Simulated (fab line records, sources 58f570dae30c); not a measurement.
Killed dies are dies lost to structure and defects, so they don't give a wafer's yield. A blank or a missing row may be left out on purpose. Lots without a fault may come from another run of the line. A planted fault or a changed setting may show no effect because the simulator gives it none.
A struck lot beside a sound one | flow berkeley_cmos170 | 23 steps out of a route of 331
Sound: wafers L760.1, L760.2, L760.4. Struck: wafers L767.2, L767.3, L767.5. The cause comes at the end.
At each step with rows: each side's tool, then ch and its chambers, then its first start. Under that, the readings that differ: sound wafers | struck wafers | difference of the means | sigmas: that difference in standard deviations of wafers without a fault.
alike: readings whose means differ by less than 2 such deviations, and words and numbers that are the same on both sides. not compared: withheld readings, readings that some wafer has no value for, bounds like >300 that may hide the same value, and numbers for which the record gives no deviation and whose values overlap.
The two part at a step that has a row with sigmas, a row that says differs or no value, or rows on one side only. Numbers that don't overlap but have no deviation are shown without sigmas and don't part them. A reading that every wafer of one side lacks parts them only if that side has two wafers or more.

UCB170_NWELL_ETCH_13: etches Si3N4 in CH3F/Ar/O2, stops on SiO2, target depth 246.4 nm, time 154 s.
  sound on rie_diel-04 ch 0,1,2, day 4 05:42; struck on rie_diel-04 ch 1,2,3, day 5 14:46
  alike: drypump_motor_current_A, oes_product_au, throttle_valve_pct
  not compared: rf_hours_counter_h
then, 1 step without rows for these wafers: UCB170_NWELL_IMPLANT_14.
UCB170_NWELL_STRIP_15: strips in O2.
  sound on plasma_asher-02 ch 0,1, day 4 05:57; struck on plasma_asher-02 ch 0,1, day 5 15:03
  alike: drypump_motor_current_A, oes_product_au, strip_time_to_endpoint_s
  not compared: rf_hours_counter_h
UCB170_NWELL_TW_MEAS_16:
  sound on film_metro-04, day 4 06:03; struck on film_metro-02, day 5 15:10
  alike: NWELL_TW
then, 6 steps without rows for these wafers: UCB170_NWELL_CLEAN_17 (cleans in SPM, time 600 s); UCB170_NWELL_WET_ETCH_18 (etches Si3N4 in H3PO4, time 14400 s); UCB170_NWELL_WET_ETCH_19 (etches SiO2 in BOE, time 22 s); UCB170_PWELL_CLEAN_00 (cleans in SPM, time 600 s); UCB170_PWELL_CLEAN_01 (cleans in dHF, time 60 s); UCB170_PWELL_OXIDATION_02 (target thk 26.4 nm, ox time 1260 s).
UCB170_PWELL_THK_MEAS_03:
  sound on film_metro-03, day 4 16:22; struck on film_metro-01, day 6 05:57
  alike: PWELL_OXIDE_THK
then, 1 step without rows for these wafers: UCB170_PWELL_ANNEAL_04 (time 900 s).
UCB170_PWELL_CVD_05: deposits Si3N4 from SiH2Cl2/NH3, target thk 220 nm, time 3300 s.
  sound on lpcvd-02 ch 0, day 4 23:58; struck on lpcvd-01 ch 0, day 6 13:53
  reading                                 | sound             | struck            | difference | sigmas
  sih2cl2_flow_sccm (sccm)                | 24.87 24.90 24.91 | 37.57 37.50 37.58 | +12.66     | +99 or more
  model.Si3N4_of_PWELL_CVD_05.thk_nm (nm) | 220.5 221.9 220.3 | 246.8 246.3 248.1 | +26.2      |
  alike: spike_tc_centre_C, spike_tc_load_C
UCB170_PWELL_THK_MEAS_06:
  sound on film_metro-03, day 5 01:53; struck on film_metro-01, day 6 15:48
  reading                | sound             | struck            | difference | sigmas
  PWELL_NITRIDE_THK (nm) | 220.5 222.1 220.4 | 246.7 246.1 248.1 | +26.0      | +16
then, 6 steps without rows for these wafers: UCB170_PWELL_HMDS_07 (prime time 60 s); UCB170_PWELL_COAT_08 (resist thk 900 nm); UCB170_PWELL_SOFTBAKE_09 (time 60 s); UCB170_PWELL_EXPOSE_10 (exposes mask PWELL, target cd 3000 nm); UCB170_PWELL_PEB_11; UCB170_PWELL_DEVELOP_12 (develop time 45 s).
UCB170_PWELL_OVL_MEAS_13:
  sound on overlay-01, day 5 02:47; struck on overlay-02, day 6 16:42
  alike: PWELL_OVL
UCB170_PWELL_ETCH_14: etches Si3N4 in CH3F/Ar/O2, stops on SiO2, target depth 242 nm, time 151 s.
  sound on rie_diel-04 ch 0,1,3, day 5 02:49; struck on rie_diel-02 ch 0,3, day 6 16:44
  reading                  | sound             | struck            | difference | sigmas
  oes_product_au (a.u.)    | 0.919 0.955 0.956 | 0.977 0.965 0.987 | +0.033     | +2
  model.etch.depth_nm (nm) | 220.5 221.9 220.3 | 236.7 242.9 238.6 | +18.5      |
  alike: drypump_motor_current_A, throttle_valve_pct
  not compared: rf_hours_counter_h
then, 1 step without rows for these wafers: UCB170_PWELL_IMPLANT_15.

WHERE THEY PART
First at UCB170_PWELL_CVD_05; last, within this record, at UCB170_PWELL_ETCH_14.

WHY: what the simulator had put in
Process parameter drift: lpcvd-01, from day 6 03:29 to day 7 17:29, at UCB170_PWELL_CVD_05. Setting sih2cl2_flow_sccm, moved by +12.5, from 25. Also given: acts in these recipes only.
